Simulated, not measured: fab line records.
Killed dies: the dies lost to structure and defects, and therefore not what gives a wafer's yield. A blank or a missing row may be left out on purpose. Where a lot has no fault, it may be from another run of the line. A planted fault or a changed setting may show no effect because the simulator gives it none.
What tool caused it? + flow berkeley cmos170 + 14 lots, 42 wafers sampled, at 3 steps of a route of 331

WHAT THE GAUGES SHOWED, per wafer
UCB170_NLDD_TW_MEAS_11. Usual: NLDD_TW typically reads 2222, with standard deviation 27.
| lot  | measured     | on            | NLDD_TW        | flag |
|------|--------------|---------------|----------------|------|
| L268 | day 8 00:02  | film metro-03 | 2209 2212 2216 |      |
| L269 | day 8 00:02  | film metro-01 | 2188 2190 2180 |      |
| L267 | day 8 00:13  | film metro-03 | 2212 2214 2212 |      |
| L270 | day 8 00:20  | film metro-04 | 2249 2245 2247 |      |
| L271 | day 8 18:09  | film metro-01 | 2182 2193 2178 |      |
| L272 | day 8 18:20  | film metro-03 | 2211 2223 2210 |      |
| L277 | day 9 22:16  | film metro-04 | 2354 2360 2353 | OFF  |
| L278 | day 10 10:57 | film metro-03 | 2319 2322 2326 | OFF  |
| L285 | day 11 20:19 | film metro-04 | 2261 2259 2257 |      |
| L284 | day 11 20:34 | film metro-03 | 2200 2190 2194 |      |
| L288 | day 12 08:33 | film metro-04 | 2252 2246 2240 |      |
| L287 | day 12 08:48 | film metro-01 | 2192 2188 2204 |      |
| L290 | day 12 09:02 | film metro-01 | 2189 2196 2201 |      |
| L289 | day 12 18:16 | film metro-04 | 2233 2239 2244 |      |

UCB170_SDANNEAL_RS_MEAS_05: measurement is done with a four-point probe. Usual: NLDD_RS typically reads 617.0 ohm/sq, with standard deviation 1.3.
| lot  | measured     | on            | NLDD_RS (ohm/sq)  | flag |
|------|--------------|---------------|-------------------|------|
| L268 | day 8 14:18  | film metro-03 | 616.7 615.4 616.4 |      |
| L269 | day 8 14:17  | film metro-04 | 615.4 615.2 616.0 |      |
| L267 | day 8 14:35  | film metro-01 | 617.9 618.9 617.1 |      |
| L270 | day 8 15:05  | film metro-04 | 614.2 615.5 615.9 |      |
| L271 | day 9 11:47  | film metro-04 | 615.0 616.5 615.5 |      |
| L272 | day 9 12:17  | film metro-03 | 618.3 617.3 617.6 |      |
| L277 | day 10 11:04 | film metro-04 | 542.4 541.8 540.9 | OFF  |
| L278 | day 10 23:28 | film metro-04 | 539.6 540.0 539.1 | OFF  |
| L285 | day 12 07:57 | film metro-04 | 615.8 616.5 617.2 |      |
| L284 | day 12 08:30 | film metro-01 | 619.1 621.0 620.4 |      |
| L288 | day 12 20:08 | film metro-03 | 617.2 617.8 618.5 |      |
| L287 | day 12 21:05 | film metro-03 | 616.6 616.1 616.2 |      |
| L290 | day 12 21:52 | film metro-04 | 614.8 616.1 615.1 |      |
| L289 | day 13 06:53 | film metro-04 | 618.0 617.5 616.5 |      |

WHAT TOOL EACH LOT RAN ON (gives the tool, then ch and the chambers of the sampled wafers, and finally the start)
| lot  | UCB170_NLDD_IMPLANT_09          |
|------|---------------------------------|
| L268 | implanter-04 ch 0, day 7 23:48  |
| L269 | implanter-02 ch 0, day 7 23:49  |
| L267 | implanter-03 ch 0, day 7 23:59  |
| L270 | implanter-04 ch 0, day 8 00:05  |
| L271 | implanter-03 ch 0, day 8 17:54  |
| L272 | implanter-02 ch 0, day 8 18:05  |
| L277 | implanter-03 ch 0, day 9 22:02  |
| L278 | implanter-03 ch 0, day 10 10:43 |
| L285 | implanter-04 ch 0, day 11 20:04 |
| L284 | implanter-02 ch 0, day 11 20:19 |
| L288 | implanter-04 ch 0, day 12 08:18 |
| L287 | implanter-02 ch 0, day 12 08:34 |
| L290 | implanter-04 ch 0, day 12 08:47 |
| L289 | implanter-02 ch 0, day 12 18:04 |
- UCB170_NLDD_IMPLANT_09

WHAT THE TOOLS THEMSELVES READ (means of the sampled wafers that have a number; where no wafer has one, the mark that the record gives instead)
UCB170_NLDD_IMPLANT_09. Usual: beam on s 10.01 s, standard deviation 0.19; faraday current uA 158, standard deviation 3.1.
| lot  | tool         | beam on s (s) | faraday current uA | flag |
|------|--------------|---------------|--------------------|------|
| L268 | implanter-04 | 10.09         | 157                |      |
| L269 | implanter-02 | 9.98          | 159                |      |
| L267 | implanter-03 | 9.74          | 163                |      |
| L270 | implanter-04 | 10.17         | 155                |      |
| L271 | implanter-03 | 10.17         | 156                |      |
| L272 | implanter-02 | 9.95          | 160                |      |
| L277 | implanter-03 | 14.34         | 110                | OFF  |
| L278 | implanter-03 | 14.45         | 110                | OFF  |
| L285 | implanter-04 | 9.93          | 160                |      |
| L284 | implanter-02 | 10.01         | 158                |      |
| L288 | implanter-04 | 9.89          | 160                |      |
| L287 | implanter-02 | 9.92          | 160                |      |
| L290 | implanter-04 | 10.04         | 158                |      |
| L289 | implanter-02 | 9.88          | 161                |      |

THE ANSWER, worked out from the rows above alone
Rule: a lot counts as off when the mean over its wafers that have a number is more than 3 standard deviations away from the usual mean. A lot without any number at a reading at which 4 lots or more have one is off too. Any other lot the step has rows for is counted as sound. First the gauges in route order, then the tools' own readings, where a lot's mean is used as printed above. The first step at which some lot is off is used, and at that step the reading that is off furthest; a lot without a number counts as furthest.
Off: L277, L278, seen at UCB170_NLDD_TW_MEAS_11 (NLDD_TW).
A tool fits if, at a process step before that reading, it ran every lot that is off, and no sound lot after the first of them. Not tried: the gauges at UCB170_NLDD_TW_MEAS_11; whatever is off there is also off at UCB170_NLDD_IMPLANT_09, on other tools, and gauge error can't account for it. One fits: UCB170_NLDD_IMPLANT_09 on implanter-03. A fault onset in the window from L271 (day 8 17:54, its last sound lot) to L277 (day 9 22:02, its first lot off) fits.
The tool's own readings at UCB170_NLDD_IMPLANT_09 bear it out: on the lots that are off they differ by more than 5 times the standard deviation of the sound lots' means. beam on s reads 14.39 s there against 9.98 s on the sound lots; faraday current uA reads 110 there against 159 on the sound lots.

WHAT THE SIMULATOR HAD INSERTED
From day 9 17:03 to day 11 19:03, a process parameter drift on implanter-03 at UCB170_NLDD_IMPLANT_09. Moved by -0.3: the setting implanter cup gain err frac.
Shown lots that were struck: L277, L278. The rule given above showed the same thing.
